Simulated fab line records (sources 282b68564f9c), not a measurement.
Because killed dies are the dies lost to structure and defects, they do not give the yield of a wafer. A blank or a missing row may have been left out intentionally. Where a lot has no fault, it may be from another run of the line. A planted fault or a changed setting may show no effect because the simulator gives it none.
Lot-split experiment -- flow rit cmos -- route with 202 steps; 5 lots, 23 wafers read

## THE SPLIT ITSELF
At RIT_ACTIVE_EXPOSE_08 (exposes mask M1, target cd 1400 nm), the setting dose mj was moved away from the recipe's 225 on 11 of the 23 wafers read, by -6.0% to +6.8%. This setting was run at the recipe's value on the other wafers.

## FROM THE SPLIT TO THE READING: what the file shows between them, 6 steps
- RIT_ACTIVE_PEB_09
- RIT_ACTIVE_DEVELOP_10: develop time 50 s
- RIT_ACTIVE_CD_MEAS_11: target cd 1400 nm
- RIT_ACTIVE_HARDBAKE_12: time 60 s
- RIT_ACTIVE_ETCH_13: etches Si3N4 in SF6, stops on SiO2, time 210 s, target depth 210 nm
- RIT_ACTIVE_STRIP_14: strips in O2, time 180 s

## THE READING
cd nm (nm) at RIT_ACTIVE_CD_MEAS_90, where the cd target is 1400 nm. Fault-free wafers of this fab line usually give 1401.9 nm, standard deviation 2.2 nm.

wafer,"tool, chamber at the split",dose mj as run,against the recipe,"cd nm, nm",against lot-mates on the recipe
L077.2,"iline stepper-01, 0",217.4,-3.4%,1415.9,+10.1
L077.3,"iline stepper-01, 0",225,recipe,1405.8,-
L077.4,"iline stepper-01, 0",217.4,-3.4%,1415.2,+9.4
L077.5,"iline stepper-01, 0",225,recipe,1405.9,-
L077.6,"iline stepper-01, 0",217.4,-3.4%,1415.2,+9.4
L079.1,"iline stepper-02, 0",220.6,-2.0%,1407.0,+4.2
L079.2,"iline stepper-02, 0",225,recipe,1404.0,-
L079.3,"iline stepper-02, 0",225,recipe,1401.5,-
L079.4,"iline stepper-02, 0",220.6,-2.0%,1406.9,+4.2
L079.5,"iline stepper-02, 0",220.6,-2.0%,1407.6,+4.8
L080.1,"iline stepper-02, 0",225,recipe,1404.0,-
L080.2,"iline stepper-02, 0",211.6,-6.0%,1420.4,+17.6
L080.4,"iline stepper-02, 0",211.6,-6.0%,1419.7,+16.9
L080.5,"iline stepper-02, 0",225,recipe,1401.6,-
L080.6,"iline stepper-02, 0",211.6,-6.0%,1421.9,+19.1
L084.1,"iline stepper-01, 0",225,recipe,1399.1,-
L084.2,"iline stepper-01, 0",225,recipe,1401.2,-
L084.3,"iline stepper-01, 0",225,recipe,1401.5,-
L084.4,"iline stepper-01, 0",240.2,+6.8%,1383.0,-17.6
L084.6,"iline stepper-01, 0",240.2,+6.8%,1382.6,-18.0
L085.2,"iline stepper-02, 0",225,recipe,1399.5,-
L085.4,"iline stepper-02, 0",225,recipe,1398.8,-
L085.6,"iline stepper-02, 0",225,recipe,1400.9,-

FIT RESULTS
A straight line over all 23 wafers: cd nm changes by -3.08 nm for each +1% of dose mj; r = -0.98; the points scatter about the line by 2.2 nm.
The same after taking each lot's own level away (the mean of its wafers on the recipe; 23 wafers): -2.79 nm for each +1%; r = -0.99; scatter 1.1 nm.
Per that fit: largest dose mj move, reading shift of 19 nm.
The lots' own levels span 1399.73 to 1405.85 nm, that is 2.8 times the standard deviation above.
So the slope is not independent of the lot-to-lot level: the two fits are not the same.
Check: -19.2 nm against its lot-mates is what the line predicts for one of the wafers moved furthest among these (+6.8%) when that wafer is left out of the fit. It came out at -17.6 nm against them.

## THE WHOLE CHAIN: every reading that the file lists as answering this split, in the file's order
step,what it does,reading,change (the file's fit),r (the file's)
RIT_ACTIVE_CD_MEAS_11,target cd 1400 nm,cd nm,-2.77 nm for each +1% of the setting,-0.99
RIT_ACTIVE_ETCH_13,"etches Si3N4 in SF6, stops on SiO2, time 210 s, target depth 210 nm","ACTIVE.cd nm (the simulator's own value, which no gauge read)",-2.77 nm for each +1% of the setting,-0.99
RIT_ACTIVE_CD_MEAS_90,target cd 1400 nm,cd nm,-2.78 nm for each +1% of the setting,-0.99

## THE FILE'S OWN FIT
cd nm changes by -2.78 nm for each +1% of dose mj, r = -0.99.
